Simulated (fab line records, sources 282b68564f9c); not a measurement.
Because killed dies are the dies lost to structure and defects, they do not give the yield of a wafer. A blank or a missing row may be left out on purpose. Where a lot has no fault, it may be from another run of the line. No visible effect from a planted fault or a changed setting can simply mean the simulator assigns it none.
One fault seen from 2 desks -- flow ritCmos -- every desk sees just its own numbers, and what lay behind them comes last

AT THE METROLOGY DESK
What the gauges read, lot by lot, whatever tool the lot ran on: means of the sampled wafers that have a number. If a lot's mean is further than 4 standard deviations from the usual mean, the lot is out of limits and carries the mark OUT (the distance appears in the brackets).
Columns: A = ACTIVE_NITRIDE_THK at RIT_ACTIVE_THK_MEAS_04, usual 150.1 nm; B = REOX_OXIDE_THK at RIT_REOX_THK_MEAS_04, usual 25.3 nm
lot,first seen here,A,B
L579,day 1 13:32,151.3,25.8
L580,day 1 19:56,153.1,25.8
L581,day 2 02:24,148.7,24.9
L582,day 2 05:37,148.9,25.3
L583,day 2 11:10,151.5,24.7
L584,day 2 15:16,149.7,25.2
L585,day 2 19:32,150.2,25.1
L586,day 3 00:32,150.0,25.1
L590,day 3 20:32,149.7,-
L591,day 4 01:32,150.0,-
L599,day 5 17:32,150.8,25.5
L600,day 5 22:32,151.6,24.8
L601,day 6 03:32,148.5,24.8
L602,day 6 08:32,150.0,26.0
This desk's finding: nothing out of limits on any of the 14 lots.

TOOL OWNER'S DESK, ilineStepper-02
The tool's own readings at RIT_ACTIVE_EXPOSE_08 (exposes mask M1, target cd 1400 nm): means of the sampled wafers that have a number, for each lot that ran on this tool. If a lot's mean is further than 4 standard deviations from the usual mean, the lot is out of limits and carries the mark OUT (the distance appears in the brackets).
Columns: A = exposureDoseMJCm2 at RIT_ACTIVE_EXPOSE_08, usual 224.95; B = focusOffsetNm at RIT_ACTIVE_EXPOSE_08, usual 0.1 nm
lot,first seen here,A,B
L584,day 2 16:02,224.86,-0.0
L585,day 2 20:04,225.01,0.1
L586,day 3 01:02,225.13,0.2
L599,day 5 18:10,224.88,0.4
L600,day 5 23:02,225.04,0.5
L601,day 6 04:02,224.80,0.4
L602,day 6 09:02,224.81,-0.5
This desk's finding: nothing out of limits on any of the 7 lots.

BROUGHT TOGETHER
Metrology desk: nothing out of limits seen.
The desk of the tool owner found nothing out of limits.

WHAT THE SIMULATOR PUT IN
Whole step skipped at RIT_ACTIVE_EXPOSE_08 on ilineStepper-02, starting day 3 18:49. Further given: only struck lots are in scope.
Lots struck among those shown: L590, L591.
